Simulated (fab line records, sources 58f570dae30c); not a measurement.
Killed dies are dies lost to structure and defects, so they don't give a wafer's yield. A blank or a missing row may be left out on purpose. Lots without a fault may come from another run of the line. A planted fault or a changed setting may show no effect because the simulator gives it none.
Split-lot experiment | flow berkeley_cmos170 | 5 lots, 23 wafers read, on a route of 331 steps

THE SPLIT
At UCB170_M2_SPUTTER_01 (material Al, target thk 900 nm, time 120 s), the setting time_s was moved away from the recipe's 120 s on 8 of the 23 wafers read, by -11.9% to +10.8%. The other wafers ran this setting at the recipe's value.

FROM THE SPLIT TO THE READING: what the file shows between them, 6 steps
- UCB170_M2_RS_MEAS_02: measures by four-point-probe
- UCB170_M2_THK_MEAS_03: measures by xrf
- UCB170_M2_PEB_13 (also split here: peb_temp_c)
- UCB170_M2_DEVELOP_14: develop time 45 s
- UCB170_M2_CD_MEAS_15: target cd 700 nm
- UCB170_M2_ETCH_17: etches BARC in N2/H2

THE READING
oes_product_au, in a.u., at UCB170_M2_METAL_ETCH_18 (etches Al in Cl2/BCl3, stops on SiO2, target depth 1170 nm, time 195 s). Fault-free wafers of this fab line usually give 0.844 a.u., standard deviation 0.012 a.u..

wafer  | tool, chamber at the split | time_s as run, s | against the recipe | oes_product_au, a.u. | against lot-mates on the recipe
L074.1 | pvd_sputter-01, -          | 120              | recipe             | 0.848                | -
L074.2 | pvd_sputter-01, -          | 120              | recipe             | 0.845                | -
L074.3 | pvd_sputter-01, -          | 110.1            | -8.3%              | 0.816                | -0.032
L074.5 | pvd_sputter-01, -          | 110.1            | -8.3%              | 0.804                | -0.044
L074.6 | pvd_sputter-01, -          | 120              | recipe             | 0.852                | -
L080.2 | pvd_sputter-02, -          | 120              | recipe             | 0.843                | -
L080.3 | pvd_sputter-02, -          | 120              | recipe             | 0.838                | -
L080.4 | pvd_sputter-02, -          | 120              | recipe             | 0.841                | -
L081.1 | pvd_sputter-01, -          | 105.7            | -11.9%             | 0.766                | -0.068
L081.2 | pvd_sputter-01, -          | 120              | recipe             | 0.831                | -
L081.4 | pvd_sputter-01, -          | 120              | recipe             | 0.834                | -
L081.5 | pvd_sputter-01, -          | 120              | recipe             | 0.838                | -
L081.6 | pvd_sputter-01, -          | 105.7            | -11.9%             | 0.775                | -0.059
L083.2 | pvd_sputter-03, -          | 132.9            | +10.8%             | 0.876                | +0.049
L083.3 | pvd_sputter-03, -          | 120              | recipe             | 0.826                | -
L083.4 | pvd_sputter-03, -          | 120              | recipe             | 0.831                | -
L083.5 | pvd_sputter-03, -          | 120              | recipe             | 0.825                | -
L083.6 | pvd_sputter-03, -          | 132.9            | +10.8%             | 0.876                | +0.049
L085.2 | pvd_sputter-01, -          | 109.5            | -8.8%              | 0.814                | -0.037
L085.3 | pvd_sputter-01, -          | 120              | recipe             | 0.854                | -
L085.4 | pvd_sputter-01, -          | 120              | recipe             | 0.843                | -
L085.5 | pvd_sputter-01, -          | 120              | recipe             | 0.856                | -
L085.6 | pvd_sputter-01, -          | 109.5            | -8.8%              | 0.810                | -0.041

THE FIT
A straight line over all 23 wafers: oes_product_au changes by +0.0042 a.u. for each +1% of time_s; r = +0.92; the points scatter about the line by 0.011 a.u..
The same after taking each lot's own level away (the mean of its wafers on the recipe; 23 wafers): +0.00481 a.u. for each +1%; r = +0.99; scatter 0.0045 a.u..
On that fit, the largest move of time_s shifts the reading by 0.057 a.u..
The lots' own levels span 0.8273 to 0.8510 a.u., that is 2.0 times the standard deviation above.
So the lot-to-lot level changes the slope: the two fits differ.
Check: with one of the wafers moved furthest among these (-11.9%) left out of the fit, the line predicts -0.0553 a.u. for it against its lot-mates. It came out at -0.0683 a.u. against them.

OTHER SPLITS ON THESE WAFERS
These wafers also went through other splits before the reading. Each is held against what the fit with the lots' levels taken away leaves over:
other split on the same wafers     | wafers away from the commonest value | r with oes_product_au (lot level and that fit taken away)
UCB170_SILICIDE_SPUTTER_01 power_w | 7                                    | -0.16
UCB170_CONTACT_EXPOSE_12 dose_mj   | 9                                    | -0.13
UCB170_CONTACT_ETCH_18 rf_w        | 5                                    | -0.04
UCB170_M1_COAT_04 spin_rpm         | 10                                   | -0.01
UCB170_M2_PEB_13 peb_temp_c        | 8                                    | -0.20

THE WHOLE CHAIN: every reading that the file lists as answering this split, in the file's order
step                    | what it does                                                           | reading                                                                     | change (the file's fit)                  | r (the file's)
UCB170_M2_SPUTTER_01    | material Al, target thk 900 nm, time 120 s                             | Al_of_M2_SPUTTER_01.thk_nm (the simulator's own value, which no gauge read) | +8.79 nm for each +1% of the setting     | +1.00
UCB170_M2_RS_MEAS_02    | measures by four-point-probe                                           | M2_AL_RS                                                                    | -0.000332 for each +1% of the setting    | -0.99
UCB170_M2_THK_MEAS_03   | measures by xrf                                                        | M2_AL_THK                                                                   | +8.73 for each +1% of the setting        | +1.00
UCB170_M2_METAL_ETCH_18 | etches Al in Cl2/BCl3, stops on SiO2, target depth 1170 nm, time 195 s | oes_product_au                                                              | +0.0048 a.u. for each +1% of the setting | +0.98

THE FILE'S OWN FIT
oes_product_au changes by +0.0048 a.u. for each +1% of time_s, r = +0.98.
